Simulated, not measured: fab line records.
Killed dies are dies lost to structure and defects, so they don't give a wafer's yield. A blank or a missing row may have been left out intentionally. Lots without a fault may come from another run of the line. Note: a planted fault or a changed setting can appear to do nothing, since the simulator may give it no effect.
Code-filled problem report in 8D (eight disciplines) form || flow berkeley cmos170 || the parts of the form that need people (team, actions taken, sign-off) are left out

1. THE PROBLEM
Across 12 wafers from 4 lots, NSD_OVL at UCB170_NSD_OVL_MEAS_07 averages -217 nm, while fault-free wafers read 4 nm with a standard deviation of 5.4. Relative to the usual mean, that is a shift of -41 standard deviations.
Seen first at day 8 08:30 on overlay-01, wafer L556.1. The record holds 48 wafers of 16 lots with a number at this step. Rule for "out", or "out of limits": more than 4 standard deviations from the usual mean. The rest of the wafers with a number are treated as sound.

2. WHAT IT IS AND WHAT IT IS NOT
{"question": "which readings at this step", "is": "NSD_OVL", "is not": "-"}
{"question": "which lots", "is": "L553, L556, L560, L562", "is not": "L548, L549, L550, L551, L552, L554, L555, L559, L566, L568, L570, L571"}
{"question": "which wafers of those lots", "is": "all that have a number", "is not": "-"}
{"question": "read on which gauges", "is": "overlay-01, overlay-02", "is not": "-"}
{"question": "when", "is": "from day 8 08:30", "is not": "up to then (21 sound wafers); but 15 sound wafers of L559, L566, L568, L570, L571 came after"}

3. WHAT RULES OUT EACH SUSPECT
Counting: any tool at a process step up to the reading is kept as a suspect provided that every lot that is out went through it and no sound lot did after the first of them.
- the gauge at UCB170_NSD_OVL_MEAS_07 has been ruled out. The wafers that are out were read on 2 gauges (overlay-01, overlay-02).
- krf scanner-01 at UCB170_NSD_EXPOSE_03 (exposes mask NSELECT MOD, target cd 1200 nm): kept. It processed each lot that is out, first L556 at day 8 06:47, and no sound lot thereafter; up to then, the last sound lot it processed was L554 at day 7 21:23.
Remaining after the count: krf scanner-01 at UCB170_NSD_EXPOSE_03.

4. THE CAUSE (what the simulator had put in)
Scanner matching overlay: krf scanner-01, from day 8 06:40 on, at UCB170_NSD_EXPOSE_03. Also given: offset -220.
The count eliminated every tool but this one.

5. THE EFFECT CHAIN, in route order
Each row: a reading where the mean over the struck wafers with a number is more than 3 standard deviations away from the usual. Readings are gone through only where the record gives a usual standard deviation; hours: the median, over the lots, of the time from a lot's start at the first step in this table giving one to that lot's start at this step; sigmas: the change measured in usual standard deviations.
{"hours": 0, "step": "UCB170_NSD_OVL_MEAS_07", "reading": "NSD_OVL", "usual": "4 nm", "on struck wafers": -217, "change": -221, "sigmas": -41}

6. HOW IT WOULD HAVE BEEN CAUGHT EARLIER
Counted from the fault's start at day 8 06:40, it took 2 hours until the first out-of-limits reading at a measuring or inspecting step in this record, taken at day 8 08:30.
Among the 4 lots that are out, L560, L562 began UCB170_NSD_EXPOSE_03 on krf scanner-01 after day 8 08:30. A hold on the tool at that time would have spared those 2.
